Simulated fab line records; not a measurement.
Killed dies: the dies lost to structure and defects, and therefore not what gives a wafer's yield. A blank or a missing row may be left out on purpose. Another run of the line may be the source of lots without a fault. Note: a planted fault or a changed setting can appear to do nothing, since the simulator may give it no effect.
fab line records	flow ritCmos
record lots=6	wafers=18	lastDay=8
route steps=202 shown GATE@89 REOX@98 NLDD@103 PLDD@114 SPACER@125 M1@202
lots untouched by any fault: they come from a run of this same line in which no faults occurred
startH: hours from the record's opening day to when the first of the lot's shown wafers began	waitH: hours since the lot's step before	" unchanged from the row above	L1.1+2: a row that stands for several wafers	- value missing, or start not given	* or withheld: withheld	< > ~ a bound
route shown NAME@n: NAME is a module with steps in the file, n the number in the route of the first one	usual: average and standard deviation across the fault-free wafers	same: alike in all rows	chamber/n: place in a boat	sites: per-site readings	_std_site: the standard deviation of these	_edge_site: the outer-site mean with the inner-site mean subtracted	radiusMm: how far each site lies from the wafer's centre	mask NAME#n: copy n	behind: the most recent tool/chamber to have shaped the wafer	hold: why the lot was held/for how many hours/how that ended	device: names the non-switching transistor (n, p or np)	end of line: at the end of the route, the tests of the same wafers	for a step that has no rows: nothing shown but its recipe	killed: not the wafer's yield, but the dies lost to structure and defects at the first sort	map: the dies of a wafer, with x for killed, . for not killed, _ for no die there
set.NAME: the run value of the setting; set.NAME@STEP: its run value at that earlier step	model.NAME: the simulator's own value behind a step, which no gauge read
certain route steps with their lots: each step a table, each wafer a row
services: the hour from which a tool's chamber was out of use, counted from the record's first day as startH (under 0 if before that day), plus the number of hours and why
## steps
# step RIT_GATE_EXPOSE_13
# recipe maskId=M6	na=0.6	sourceShape=conventional	sigmaOuter=0.6	targetCdNm=150	doseMj=380
# step RIT_GATE_PEB_14
# recipe resist=NOVOLAK	tempC=withheld	timeS=withheld
# step RIT_GATE_DEVELOP_15
# recipe resist=NOVOLAK	developTimeS=50	devTempC=23
# step RIT_GATE_CD_MEAS_16
# recipe targetCdNm=150
# usual cdNm=149.3/2.2
lot.wafer	tool	chamber	startH	waitH	cdNm
L499.2	cdSem-02	-	37.94	-	146.9
L499.3	"	-	"	"	150.1
L499.5	"	-	"	"	148.3
L503.3	cdSem-02	-	62.92	-	152.4
L503.4	"	-	"	"	151.0
L503.5	"	-	"	"	150.2
L509.3	cdSem-02	-	89.93	-	154.6
L509.4	"	-	"	"	153.1
L509.5	"	-	"	"	153.5
L510.2	cdSem-02	-	100.83	-	147.7
L510.3	"	-	"	"	146.8
L510.6	"	-	"	"	146.6
L512.2	cdSem-02	-	107.28	-	149.3
L512.3	"	-	"	"	151.7
L512.6	"	-	"	"	150.8
L522.1	cdSem-01	-	158.84	-	143.1
L522.2	"	-	"	"	145.6
L522.5	"	-	"	"	146.2
# step RIT_GATE_OVL_MEAS_17
# usual GATE_OVL=-0.1/1.3
lot.wafer	tool	chamber	startH	waitH	GATE_OVL[nm]
L499.2	overlay-02	-	38.04	0.1	-0.1
L499.3	"	-	"	"	-0.6
L499.5	"	-	"	"	-0.8
L503.3	overlay-02	-	63.01	0.1	0.3
L503.4	"	-	"	"	1.5
L503.5	"	-	"	"	-0.4
L509.3	overlay-01	-	90.02	0.1	0.8
L509.4	"	-	"	"	0.1
L509.5	"	-	"	"	0.1
L510.2	overlay-02	-	100.94	0.1	1.8
L510.3	"	-	"	"	1.6
L510.6	"	-	"	"	1.7
L512.2	overlay-01	-	107.38	0.1	1.5
L512.3	"	-	"	"	-0.2
L512.6	"	-	"	"	0.4
L522.1	overlay-01	-	158.96	0.1	-1.4
L522.2	"	-	"	"	-0.4
L522.5	"	-	"	"	-2.0
# step RIT_GATE_HARDBAKE_18
# recipe resist=NOVOLAK	tempC=140	timeS=60
# step RIT_GATE_ETCH_19
# recipe chemistry=SF6/CHF3/O2	timeS=165	SF6_flow_sccm=30	CHF3_flow_sccm=30	O2_flow_sccm=5	target=poly-Si	pressureMtorr=40	rfW=160	targetDepthA=3125	overEtchFrac=0.25	stopOn=SiO2
# usual SF6_flow_sccm=30.00/0.09	drypumpMotorCurrentA=5.6/0.37	oesProductAu=0.856/0.013	throttleValvePct=10.28/0.15
lot.wafer	tool	chamber	startH	waitH	SF6_flow_sccm	drypumpMotorCurrentA	oesProductAu	rfHoursCounterH	throttleValvePct
L499.2	rieSi-01	1	38.22	0.1	29.99	6.2	0.857	26	10.58
L499.3	"	2	"	"	30.08	5.1	0.867	18	10.30
L499.5	"	1	"	"	30.06	6.2	0.861	-	10.59
L503.3	rieSi-01	1	63.18	0.1	29.93	6.2	0.858	26	10.56
L503.4	"	0	"	"	30.13	5.3	0.870	1	10.23
L503.5	"	1	"	"	29.95	6.2	0.863	-	10.57
L509.3	rieSi-01	3	90.20	0.1	29.96	5.7	0.833	2	10.33
L509.4	"	2	"	"	30.03	5.2	0.848	19	10.30
L509.5	"	2	"	"	30.05	5.2	0.850	-	10.31
L510.2	rieSi-02	3	101.12	0.1	29.95	5.5	0.844	14	10.04
L510.3	"	2	"	"	30.04	6.2	0.839	137	10.32
L510.6	"	1	"	"	30.08	5.3	0.840	-	10.14
L512.2	rieSi-02	3	107.56	0.1	29.99	5.5	0.852	14	10.03
L512.3	"	2	"	"	29.86	6.2	0.858	137	10.31
L512.6	"	3	"	"	29.93	5.5	0.844	-	10.04
L522.1	rieSi-02	0	159.15	0.1	30.02	5.7	0.880	3	10.33
L522.2	"	1	"	"	29.91	5.3	0.867	0	10.11
L522.5	"	3	"	"	30.17	5.5	0.850	-	10.04
# step RIT_GATE_STRIP_20
# recipe chemistry=O2	timeS=180	resist=NOVOLAK	platenTempC=withheld	powerW=500	pressureMtorr=4000	o2FlowSccm=4000
# usual drypumpMotorCurrentA=5.74/0.24
lot.wafer	tool	chamber	startH	waitH	drypumpMotorCurrentA	rfHoursCounterH
L499.2	plasmaAsher-02	0	38.33	0.1	6.06	40
L499.3	"	1	"	"	5.29	-
L499.5	"	0	"	"	6.06	-
L503.3	plasmaAsher-02	1	63.35	0.1	5.27	-
L503.4	"	0	"	"	6.07	-
L503.5	"	1	"	"	5.25	-
L509.3	plasmaAsher-02	1	90.36	0.1	5.25	-
L509.4	"	0	"	"	6.05	-
L509.5	"	1	"	"	5.22	-
L510.2	plasmaAsher-01	1	101.23	0.1	5.66	28
L510.3	"	0	"	"	5.63	-
L510.6	"	1	"	"	5.65	-
L512.2	plasmaAsher-03	1	107.67	0.1	5.67	46
L512.3	"	1	"	"	5.67	-
L512.6	"	1	"	"	5.67	-
L522.1	plasmaAsher-03	1	159.26	0.1	5.65	52
L522.2	"	0	"	"	6.01	52
L522.5	"	0	"	"	6.04	-
# step RIT_GATE_CD_MEAS_90
# recipe targetCdNm=150
# usual cdNm=149.2/2.2
lot.wafer	tool	chamber	startH	waitH	cdNm
L499.2	cdSem-01	-	38.52	0.1	147.5
L499.3	"	-	"	"	149.8
L499.5	"	-	"	"	148.2
L503.3	cdSem-01	-	63.50	0.1	152.9
L503.4	"	-	"	"	150.6
L503.5	"	-	"	"	150.2
L509.3	cdSem-02	-	90.52	0.1	155.0
L509.4	"	-	"	"	153.0
L509.5	"	-	"	"	153.7
L510.2	cdSem-01	-	101.42	0.1	147.6
L510.3	"	-	"	"	146.8
L510.6	"	-	"	"	146.6
L512.2	cdSem-01	-	107.87	0.1	149.0
L512.3	"	-	"	"	151.6
L512.6	"	-	"	"	150.7
L522.1	cdSem-01	-	159.43	0.1	142.7
L522.2	"	-	"	"	145.4
L522.5	"	-	"	"	146.4
# step RIT_REOX_CLEAN_00
# recipe chemistry=SC1	mix=3:3:50	timeS=600	tempC=75
# step RIT_REOX_CLEAN_01
# recipe chemistry=dHF	dilution=50:1	timeS=30
# step RIT_REOX_CLEAN_02
# recipe chemistry=SC2	mix=3:3:50	timeS=600	tempC=75	dry=n2Spin
# step RIT_REOX_OXIDATION_03
# recipe tempC=900	ambient=O2	targetThkA=252	oxTimeS=5580
# usual oxTempC=899.9/0.39
lot.wafer	tool	chamber	startH	waitH	oxTempC	model.SiO2_of_REOX_OXIDATION_03.thkNm
L499.2	furnace-03	0	39.90	0.9	900.0	26.12
L499.3	"	0	"	"	899.3	25.6
L499.5	"	0	"	"	899.9	25.8
L503.3	furnace-01	0	64.89	0.9	900.0	24.48
L503.4	"	0	"	"	900.1	24.84
L503.5	"	0	"	"	899.7	24.59
L509.3	furnace-01	0	95.88	4.9	899.9	22.09
L509.4	"	0	"	"	899.7	21.85
L509.5	"	0	"	"	899.1	22.65
L510.2	furnace-03	0	103.31	0.8	900.1	25.5
L510.3	"	0	"	"	899.8	25.45
L510.6	"	0	"	"	900.3	25.25
L512.2	furnace-01	0	110.64	2.1	899.8	21
L512.3	"	0	"	"	899.7	21.42
L512.6	"	0	"	"	899.4	20.99
L522.1	furnace-03	0	159.92	0.0	899.4	25.24
L522.2	"	0	"	"	899.7	25.4
L522.5	"	0	"	"	899.6	25.3
# step RIT_REOX_THK_MEAS_04
# recipe reads=SiO2_of_REOX_OXIDATION_03
# usual REOX_OXIDE_THK=25.3/0.42
lot.wafer	tool	chamber	startH	waitH	REOX_OXIDE_THK[nm]
L499.2	filmMetro-04	-	42.46	0.0	26.1
L499.3	"	-	"	"	25.6
L499.5	"	-	"	"	25.8
L503.3	filmMetro-02	-	67.46	0.0	24.5
L503.4	"	-	"	"	24.8
L503.5	"	-	"	"	24.6
L509.3	filmMetro-02	-	98.45	0.0	22.1
L509.4	"	-	"	"	21.8
L509.5	"	-	"	"	22.6
L510.2	filmMetro-02	-	105.87	0.0	25.5
L510.3	"	-	"	"	25.5
L510.6	"	-	"	"	25.3
L512.2	filmMetro-03	-	113.20	0.0	21.0
L512.3	"	-	"	"	21.4
L512.6	"	-	"	"	21.0
L522.1	filmMetro-02	-	162.47	0.0	25.2
L522.2	"	-	"	"	25.5
L522.5	"	-	"	"	25.3
# step RIT_NLDD_HMDS_00
# recipe primeTimeS=60	primeTempC=140
# step RIT_NLDD_COAT_01
# recipe resist=NOVOLAK	spinRpm=3250	resistThkNm=1000
# step RIT_NLDD_SOFTBAKE_02
# recipe resist=NOVOLAK	tempC=90	timeS=60
# step RIT_NLDD_EXPOSE_03
# recipe maskId=M7	na=0.57	targetCdNm=40700	doseMj=250
# step RIT_NLDD_PEB_04
# recipe resist=NOVOLAK	tempC=withheld	timeS=withheld
# step RIT_NLDD_DEVELOP_05
# recipe resist=NOVOLAK	developTimeS=50	devTempC=23
# step RIT_NLDD_OVL_MEAS_06
# usual NLDD_OVL=-1.0/1.4
lot.wafer	tool	chamber	startH	waitH	NLDD_OVL[nm]
L499.2	overlay-02	-	43.49	-	-0.6
L499.3	"	-	"	"	-0.4
L499.5	"	-	"	"	-0.9
L503.3	overlay-02	-	68.36	-	-0.9
L503.4	"	-	"	"	-1.4
L503.5	"	-	"	"	-2.2
L509.3	overlay-02	-	99.48	-	-4.2
L509.4	"	-	"	"	-2.2
L509.5	"	-	"	"	-1.2
L510.2	overlay-02	-	106.77	-	0.4
L510.3	"	-	"	"	0.5
L510.6	"	-	"	"	-0.8
L512.2	overlay-01	-	114.26	-	2.0
L512.3	"	-	"	"	0.4
L512.6	"	-	"	"	0.4
L522.1	overlay-02	-	163.38	-	0.8
L522.2	"	-	"	"	0.5
L522.5	"	-	"	"	0.0
# step RIT_NLDD_HARDBAKE_07
# recipe resist=NOVOLAK	tempC=140	timeS=60
# step RIT_NLDD_IMPLANT_08
# recipe species=P	energyKev=20	doseCm2=5e+14	tiltDeg=7
# step RIT_NLDD_STRIP_09
# recipe chemistry=O2	timeS=180	resist=NOVOLAK	platenTempC=withheld	powerW=500	pressureMtorr=4000	o2FlowSccm=4000
# usual drypumpMotorCurrentA=5.9/0.44
lot.wafer	tool	chamber	startH	waitH	drypumpMotorCurrentA	rfHoursCounterH
L499.2	plasmaAsher-01	0	43.82	0.1	5.6	22
L499.3	"	1	"	"	5.6	-
L499.5	"	1	"	"	5.6	-
L503.3	plasmaAsher-04	1	68.74	0.1	6.7	-
L503.4	"	0	"	"	6.3	-
L503.5	"	0	"	"	6.3	-
L509.3	plasmaAsher-02	0	99.86	0.1	6.1	-
L509.4	"	1	"	"	5.3	-
L509.5	"	0	"	"	6.1	-
L510.2	plasmaAsher-01	1	107.10	0.1	5.7	29
L510.3	"	0	"	"	5.6	-
L510.6	"	0	"	"	5.6	-
L512.2	plasmaAsher-04	1	114.59	0.1	6.7	48
L512.3	"	1	"	"	6.7	-
L512.6	"	1	"	"	6.7	-
L522.1	plasmaAsher-01	0	163.71	0.1	5.6	35
L522.2	"	1	"	"	5.7	35
L522.5	"	1	"	"	5.7	-
# step RIT_NLDD_TW_MEAS_10
# usual NLDD_TW=2489/22
lot.wafer	tool	chamber	startH	waitH	NLDD_TW
L499.2	filmMetro-03	-	44.01	0.1	2519
L499.3	"	-	"	"	2532
L499.5	"	-	"	"	2517
L503.3	filmMetro-01	-	68.88	0.1	2479
L503.4	"	-	"	"	2492
L503.5	"	-	"	"	2486
L509.3	filmMetro-03	-	100.00	0.1	2525
L509.4	"	-	"	"	2533
L509.5	"	-	"	"	2520
L510.2	filmMetro-01	-	107.29	0.1	2474
L510.3	"	-	"	"	2475
L510.6	"	-	"	"	2470
L512.2	filmMetro-03	-	114.77	0.1	2529
L512.3	"	-	"	"	2529
L512.6	"	-	"	"	2515
L522.1	filmMetro-01	-	163.89	0.1	2487
L522.2	"	-	"	"	2459
L522.5	"	-	"	"	2465
# step RIT_PLDD_HMDS_00
# recipe primeTimeS=60	primeTempC=140
# step RIT_PLDD_COAT_01
# recipe resist=NOVOLAK	spinRpm=3250	resistThkNm=1000
# step RIT_PLDD_SOFTBAKE_02
# recipe resist=NOVOLAK	tempC=90	timeS=60
# step RIT_PLDD_EXPOSE_03
# recipe maskId=M8	na=0.57	targetCdNm=40900	doseMj=250
# step RIT_PLDD_PEB_04
# recipe resist=NOVOLAK	tempC=withheld	timeS=withheld
# step RIT_PLDD_DEVELOP_05
# recipe resist=NOVOLAK	developTimeS=50	devTempC=23
# step RIT_PLDD_OVL_MEAS_06
# usual PLDD_OVL=0.7/1.5
lot.wafer	tool	chamber	startH	waitH	PLDD_OVL[nm]
L499.2	overlay-01	-	44.91	-	1.0
L499.3	"	-	"	"	2.0
L499.5	"	-	"	"	1.5
L503.3	overlay-02	-	70.04	-	3.3
L503.4	"	-	"	"	2.8
L503.5	"	-	"	"	1.7
L509.3	overlay-01	-	101.03	-	1.7
L509.4	"	-	"	"	-0.7
L509.5	"	-	"	"	2.3
L510.2	overlay-01	-	108.19	-	-1.1
L510.3	"	-	"	"	-1.2
L510.6	"	-	"	"	-0.3
L512.2	overlay-02	-	115.68	-	0.8
L512.3	"	-	"	"	1.1
L512.6	"	-	"	"	1.6
L522.1	overlay-02	-	164.92	-	-2.6
L522.2	"	-	"	"	-1.5
L522.5	"	-	"	"	-1.2
# step RIT_PLDD_HARDBAKE_07
# recipe resist=NOVOLAK	tempC=140	timeS=60
# step RIT_PLDD_IMPLANT_08
# recipe species=BF2	energyKev=20	doseCm2=9e+14	tiltDeg=7
# step RIT_PLDD_STRIP_09
# recipe chemistry=O2	timeS=180	resist=NOVOLAK	platenTempC=withheld	powerW=500	pressureMtorr=4000	o2FlowSccm=4000
# usual drypumpMotorCurrentA=6.0/0.47
lot.wafer	tool	chamber	startH	waitH	drypumpMotorCurrentA	rfHoursCounterH
L499.2	plasmaAsher-04	1	45.26	0.1	6.7	42
L499.3	"	0	"	"	6.3	-
L499.5	"	1	"	"	6.7	-
L503.3	plasmaAsher-03	1	70.43	0.1	5.7	-
L503.4	"	0	"	"	6.0	-
L503.5	"	1	"	"	5.7	-
L509.3	plasmaAsher-02	0	101.41	0.1	6.0	-
L509.4	"	1	"	"	5.2	-
L509.5	"	0	"	"	6.1	-
L510.2	plasmaAsher-03	0	108.52	0.1	6.0	46
L510.3	"	0	"	"	6.0	-
L510.6	"	1	"	"	5.7	-
L512.2	plasmaAsher-03	0	116.01	0.1	6.0	48
L512.3	"	1	"	"	5.7	-
L512.6	"	0	"	"	6.0	-
L522.1	plasmaAsher-04	1	165.26	0.1	6.7	53
L522.2	"	0	"	"	6.3	53
L522.5	"	0	"	"	6.3	-
# step RIT_PLDD_TW_MEAS_10
# usual PLDD_TW=2330/18
lot.wafer	tool	chamber	startH	waitH	PLDD_TW
L499.2	filmMetro-01	-	45.44	0.1	2353
L499.3	"	-	"	"	2351
L499.5	"	-	"	"	2349
L503.3	filmMetro-02	-	70.56	0.1	2321
L503.4	"	-	"	"	2312
L503.5	"	-	"	"	2306
L509.3	filmMetro-01	-	101.55	0.1	2320
L509.4	"	-	"	"	2313
L509.5	"	-	"	"	2319
L510.2	filmMetro-02	-	108.71	0.1	2299
L510.3	"	-	"	"	2309
L510.6	"	-	"	"	2301
L512.2	filmMetro-01	-	116.19	0.1	2331
L512.3	"	-	"	"	2324
L512.6	"	-	"	"	2334
L522.1	filmMetro-01	-	165.44	0.1	2332
L522.2	"	-	"	"	2330
L522.5	"	-	"	"	2334
# step RIT_SPACER_CLEAN_00
# recipe chemistry=SC1	mix=3:3:50	timeS=600	tempC=75
lot.wafer	tool	chamber	startH	waitH	model.SiO2_of_REOX_OXIDATION_03.thkNm
L499.2	wetBench-03	1	45.49	0.0	24.09
L499.3	"	1	"	"	23.62
L499.5	"	1	"	"	23.79
L503.3	wetBench-01	0	70.60	0.0	22.59
L503.4	"	0	"	"	22.9
L503.5	"	0	"	"	22.68
L509.3	wetBench-01	3	101.59	0.0	20.38
L509.4	"	3	"	"	20.17
L509.5	"	3	"	"	20.91
L510.2	wetBench-04	1	108.76	0.0	23.56
L510.3	"	1	"	"	23.52
L510.6	"	1	"	"	23.33
L512.2	wetBench-03	3	116.24	0.0	19.37
L512.3	"	3	"	"	19.76
L512.6	"	3	"	"	19.36
L522.1	wetBench-04	1	165.50	0.1	23.31
L522.2	"	1	"	"	23.45
L522.5	"	1	"	"	23.37
# step RIT_SPACER_CLEAN_01
# recipe chemistry=dHF	dilution=50:1	timeS=30
# step RIT_M1_PROBE_99
# usual killedAtContacts=0.1/0.23	killedAtFrontEnd=7/3.1	killedDies=7/3.1	killedOpen=3.3/2	killedShort=3.6/1.9
# same grossDies=264	killed_at_M0_to_M3=0	killed_at_M4_up=0	killedAtBackSide=0	killedAtOther=0
lot.wafer	tool	chamber	startH	waitH	killedAtContacts	killedAtFrontEnd	killedDies	killedOpen	killedShort	model.etest.pmosTurned.rOnOhmUm	model.etest.pmos_0p3.rOnOhmUm	model.etest.pmos_0p15.rOnOhmUm	model.etest.pldd.rsOhmSq	model.etest.nmos_0p15.rOnOhmUm	model.etest.nldd.rsOhmSq	model.etest.nmosTurned.driveUaUm	model.etest.pldd.lineOhmUm
L499.2	prober-02	-	59.08	0.1	0	4	4	2	2	3610	6472	2839	566.3	1150	390.6	302.8	179.3
L499.3	prober-02	-	59.13	0.2	0	8	8	3	5	3574	6386	2838	540.7	1159	384	309	170.1
L499.5	prober-02	-	59.23	0.2	0	10	10	3	7	3579	6431	2834	551.8	1139	388.5	306.9	172.1
L503.3	prober-02	-	84.62	0.2	0	3	3	1	2	3513	6229	2802	506	1160	376.3	323.5	160.1
L503.4	prober-02	-	84.67	0.2	0	7	7	2	5	3569	6436	2860	522.5	1170	378.8	315.8	166.9
L503.5	prober-02	-	84.72	0.2	0	5	5	2	3	3498	6344	2829	511.3	1163	375.8	327.4	162.6
L509.3	prober-02	-	115.08	0.2	0	7	7	3	4	3237	6161	2725	416.4	1082	316.8	386.5	130.3
L509.4	prober-02	-	115.13	0.2	0	10	10	5	5	3136	6008	2634	409.2	1055	309.7	397.5	130.2
L509.5	prober-02	-	115.18	0.2	0	7	7	4	3	3309	6168	2730	439.4	1101	322.1	379.9	136.9
L510.2	prober-01	-	122.77	0.1	0	0	0	0	0	3317	6148	2687	503.4	1112	376.4	338.5	159.2
L510.3	prober-01	-	122.82	0.2	0	11	11	8	3	3225	6120	2642	498.9	1053	371.5	338.1	157.8
L510.6	prober-01	-	122.97	0.2	0	4	4	4	0	3318	6165	2643	497.3	1108	372.9	344.7	156
L512.2	prober-01	-	129.43	0.1	1	8	9	5	4	2919	5902	2426	343.8	1029	301.8	397.8	108.3
L512.3	prober-01	-	129.48	0.2	0	7	7	1	6	3008	5968	2524	357.6	1073	305.6	381.4	112
L512.6	prober-01	-	129.63	0.2	0	7	7	3	4	2975	5972	2494	342.6	1053	302.9	393.4	107.1
L522.1	prober-02	-	180.41	0.1	0	5	5	2	3	3357	6268	2651	512.3	1126	387.4	310.4	163
L522.2	prober-02	-	180.46	0.1	0	5	5	1	4	3403	6262	2701	522.5	1123	389.5	306.7	164.2
L522.5	prober-02	-	180.61	0.2	0	4	4	2	2	3472	6444	2759	515.7	1172	390.7	304.1	165
# killed by level:class
L499.2 GATE:geometricParticle:short=2 GATE:geometricParticle:open=1 REOX:geometricParticle:open=1
L499.3 GATE:geometricParticle:short=2 REOX:geometricParticle:open=2 FOX2:geometricParticle:short=1 GATE:geometricParticle:open=1 REOX:geometricParticle:short=1 SPACER:geometricParticle:short=1
L499.5 FOX1:geometricParticle:short=2 GATE:geometricParticle:short=2 FOX1:geometricParticle:open=1 FOX2:geometricParticle:short=1 GATE:geometricParticle:open=1 REOX:geometricParticle:short=1 SPACER:geometricParticle:short=1 SPACER:geometricParticle:open=1
L503.3 FOX1:geometricParticle:open=1 FOX1:geometricParticle:short=1 GATE:geometricParticle:short=1
L503.4 FOX2:geometricParticle:short=2 GATE:geometricParticle:short=2 GATE:geometricParticle:open=1 REOX:geometricParticle:open=1 SILICIDE:geometricParticle:short=1
L503.5 GATE:geometricParticle:short=2 FOX1:geometricParticle:short=1 REOX:geometricParticle:open=1 SPACER:geometricParticle:open=1
L509.3 GATE:geometricParticle:short=3 GATE:geometricParticle:open=2 REOX:geometricParticle:short=1 REOX:geometricParticle:open=1
L509.4 GATE:geometricParticle:open=4 GATE:geometricParticle:short=3 FOX1:geometricParticle:short=1 REOX:geometricParticle:short=1 SILICIDE:geometricParticle:open=1
L509.5 REOX:geometricParticle:short=2 SPACER:geometricParticle:open=2 FOX2:geometricParticle:open=1 GATE:geometricParticle:short=1 GATE:geometricParticle:open=1
L510.3 REOX:geometricParticle:open=3 GATE:geometricParticle:open=2 SILICIDE:geometricParticle:open=2 SILICIDE:geometricParticle:short=2 FOX1:geometricParticle:open=1 GATE:geometricParticle:short=1
L510.6 SILICIDE:geometricParticle:open=2 FOX1:geometricParticle:open=1 REOX:geometricParticle:open=1
L512.2 FOX1:geometricParticle:short=2 GATE:geometricParticle:open=2 FOX1:geometricParticle:open=1 FOX2:geometricParticle:open=1 REOX:geometricParticle:open=1 SPACER:geometricParticle:short=1 CONTACT:geometricParticle:short=1
L512.3 REOX:geometricParticle:short=4 FOX1:geometricParticle:short=1 SPACER:geometricParticle:open=1 SPACER:geometricParticle:short=1
L512.6 REOX:geometricParticle:short=2 REOX:geometricParticle:open=2 GATE:geometricParticle:short=1 SILICIDE:geometricParticle:short=1 SILICIDE:geometricParticle:open=1
L522.1 FOX1:geometricParticle:short=2 FOX1:geometricParticle:open=1 GATE:geometricParticle:open=1 SILICIDE:geometricParticle:short=1
L522.2 GATE:geometricParticle:short=2 GATE:geometricParticle:open=1 REOX:geometricParticle:short=1 SILICIDE:geometricParticle:short=1
L522.5 FOX1:geometricParticle:short=2 GATE:geometricParticle:open=2
## services
tool	chamber	startH	hours	kind
plasmaAsher-03	-	18.98	5.8	repair
rieSi-02	-	31.64	0.3	repair
plasmaAsher-01	-	50.84	2.4	repair
furnace-01	-	55.74	4.0	pm
plasmaAsher-04	-	82.67	4.3	pm
plasmaAsher-03	-	92.75	3.4	repair
plasmaAsher-04	-	100.14	10.0	pm
plasmaAsher-01	-	102.78	0.8	repair
plasmaAsher-02	-	108.75	9.0	pm
plasmaAsher-02	0	108.75	9.0	ventCycle
plasmaAsher-02	1	108.75	9.0	ventCycle
plasmaAsher-02	0	117.75	-	clean
plasmaAsher-02	1	117.75	-	clean
rieSi-02	2	128.05	5.3	repair
rieSi-02	1	133.32	-	clean
rieSi-02	1	133.32	19.2	scheduledDown
rieSi-02	1	133.32	19.2	ventCycle
plasmaAsher-04	-	145.66	1.5	repair
plasmaAsher-03	-	150.50	1.7	repair
rieSi-02	0	164.90	1.0	repair
## key
firstSign step=RIT_REOX_THK_MEAS_04	reading=REOX_OXIDE_THK	direction=down	sigmas=8.6	usual=25.3	struck=21.7
effect none on later readings
modelEffect step=RIT_REOX_OXIDATION_03	value=SiO2_of_REOX_OXIDATION_03.thkNm	without=25.11	struck=21.67
modelEffect step=RIT_SPACER_CLEAN_00	value=SiO2_of_REOX_OXIDATION_03.thkNm	without=23.17	struck=19.99
modelEffect step=RIT_M1_PROBE_99	value=etest.pmosTurned.rOnOhmUm	without=3522	struck=3097
metAt RIT_REOX_OXIDATION_03
struckWafers L509.3,L509.4,L509.5,L512.2,L512.3,L512.6
testerLeftOut L509,L512
onsetBetween 64.89 95.88
fault kind=processParameterDrift	tool=furnace-01	chamber=-	onsetH=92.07	steps=RIT_REOX_OXIDATION_03	channel=oxTimeS	offset=*	shape=step	endH=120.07	actsIn=*	stated=*
# testerLeftOut: of these lots the tester's yield and bins aren't shown, on N5 and GAA mostly nor the transistor test; their killed dies are dies lost to structure and defects alone, not to doping, threshold or leakage, so they don't give the yield
